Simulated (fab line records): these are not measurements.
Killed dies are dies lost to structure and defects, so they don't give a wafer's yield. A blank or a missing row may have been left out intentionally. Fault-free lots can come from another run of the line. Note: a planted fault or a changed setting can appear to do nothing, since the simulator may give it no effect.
Which tool is to blame? | flow rit-cmos | 13 lots, 39 wafers sampled, at 3 steps of a route of 202

WHAT THE GAUGES SHOWED, per wafer
RIT_PLDD_TW_MEAS_10. Usual: for PLDD_TW the level is 2342 and the standard deviation is 11.
lot  | measured    | on            | PLDD_TW        | flag
L349 | day 3 02:00 | film-metro-04 | 2361 2356 2347 |
L350 | day 3 05:01 | film-metro-02 | 2344 2344 2348 |
L351 | day 3 07:22 | film-metro-02 | 2351 2341 2355 |
L352 | day 3 15:51 | film-metro-02 | 2338 2343 2330 |
L353 | day 3 18:22 | film-metro-03 | 2340 2342 2326 |
L354 | day 4 00:57 | film-metro-02 | 2317 2322 2328 |
L355 | day 4 04:16 | film-metro-02 | 2328 2328 2323 |
L356 | day 4 09:13 | film-metro-04 | 2315 2303 2307 | OFF
L359 | day 5 03:17 | film-metro-02 | 2229 2192 2215 | OFF
L365 | day 6 09:46 | film-metro-02 | 2348 2331 2337 |
L366 | day 6 14:44 | film-metro-02 | 2346 2345 2347 |
L368 | day 6 23:40 | film-metro-02 | 2343 2331 2340 |
L371 | day 7 12:20 | film-metro-03 | 2343 2328 2326 |

RIT_SDANNEAL_RS_MEAS_06: the measuring method here is four-point-probe. Usual: for PLDD_RS the level is 178.7 ohm/sq and the standard deviation is 0.56.
lot  | measured    | on            | PLDD_RS (ohm/sq)  | flag
L349 | day 3 08:24 | film-metro-03 | 176.9 177.6 177.7 |
L350 | day 3 11:15 | film-metro-03 | 178.3 178.4 178.3 |
L351 | day 3 14:25 | film-metro-03 | 177.7 178.9 178.6 |
L352 | day 3 22:07 | film-metro-02 | 179.0 179.5 178.9 |
L353 | day 4 00:34 | film-metro-02 | 178.7 179.1 178.9 |
L354 | day 4 07:01 | film-metro-03 | 179.7 179.1 180.0 |
L355 | day 4 10:30 | film-metro-03 | 178.4 178.6 178.6 |
L356 | day 4 15:33 | film-metro-04 | 180.5 181.4 181.4 | OFF
L359 | day 5 09:32 | film-metro-03 | 182.1 183.0 182.4 | OFF
L365 | day 6 16:02 | film-metro-03 | 178.3 178.1 178.6 |
L366 | day 6 21:08 | film-metro-02 | 178.3 178.3 177.8 |
L368 | day 7 06:58 | film-metro-03 | 178.5 179.2 178.7 |
L371 | day 7 19:55 | film-metro-04 | 178.2 178.5 178.9 |

EACH LOT AND THE TOOL THAT RAN IT (in order: tool; ch and the chambers of the sampled wafers; start)
lot  | RIT_PLDD_IMPLANT_08
L349 | implanter-02 ch 0, day 3 01:41
L350 | implanter-02 ch 0, day 3 04:41
L351 | implanter-02 ch 0, day 3 07:04
L352 | implanter-02 ch 0, day 3 15:32
L353 | implanter-02 ch 0, day 3 18:03
L354 | implanter-03 ch 0, day 4 00:38
L355 | implanter-03 ch 0, day 4 03:58
L356 | implanter-03 ch 0, day 4 08:55
L359 | implanter-03 ch 0, day 5 03:01
L365 | implanter-02 ch 0, day 6 09:28
L366 | implanter-02 ch 0, day 6 14:26
L368 | implanter-02 ch 0, day 6 23:21
L371 | implanter-02 ch 0, day 7 12:04
- RIT_PLDD_IMPLANT_08

AS READ BY THE TOOLS THEMSELVES (means over the sampled wafers that have a number; for cases with no such wafer, the mark the record gives instead)
RIT_PLDD_IMPLANT_08. Usual: 7.3e-06 Torr for end-station-pressure-torr, sd 3.7e-07.
lot  | tool         | end-station-pressure-torr (Torr) | flag
L349 | implanter-02 | 7.2e-06                          |
L350 | implanter-02 | 7.1e-06                          |
L351 | implanter-02 | 7.6e-06                          |
L352 | implanter-02 | 7.6e-06                          |
L353 | implanter-02 | 7.5e-06                          |
L354 | implanter-03 | 7.2e-06                          |
L355 | implanter-03 | 6.7e-06                          |
L356 | implanter-03 | 7.1e-06                          |
L359 | implanter-03 | 7.3e-06                          |
L365 | implanter-02 | 7.0e-06                          |
L366 | implanter-02 | 7.3e-06                          |
L368 | implanter-02 | 7.6e-06                          |
L371 | implanter-02 | 7.0e-06                          |

THE ANSWER, worked out from the rows above alone
Rule: a lot counts as off when the mean over its wafers that have a number is more than 3 standard deviations away from the usual mean. A lot without any number at a reading at which 4 lots or more have one is off too. The other lots that the step has rows for count as sound. After the gauges, taken in route order, come the tools' own readings; for these a lot's mean is taken, as printed above. At the first step where some lot is off, the reading lying furthest off is the one used; lots without a number count as furthest.
Off: L356, L359, seen at RIT_PLDD_TW_MEAS_10 (PLDD_TW).
If a tool, at a process step before that reading, ran all the lots that are off and no sound lot after the first of them, it fits. The gauges at RIT_PLDD_TW_MEAS_10 are tried like those tools. One fits: implanter-03 at RIT_PLDD_IMPLANT_08. Its last sound lot is L355 (day 4 03:58), its first lot that is off L356 (day 4 08:55): a fault that began between those two fits.

WHAT WAS PUT IN BY THE SIMULATOR
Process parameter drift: implanter-03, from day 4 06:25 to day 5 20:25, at RIT_PLDD_IMPLANT_08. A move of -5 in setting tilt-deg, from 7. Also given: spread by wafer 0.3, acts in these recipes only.
Shown lots that were struck: L356, L359. The rule given above showed the same thing.
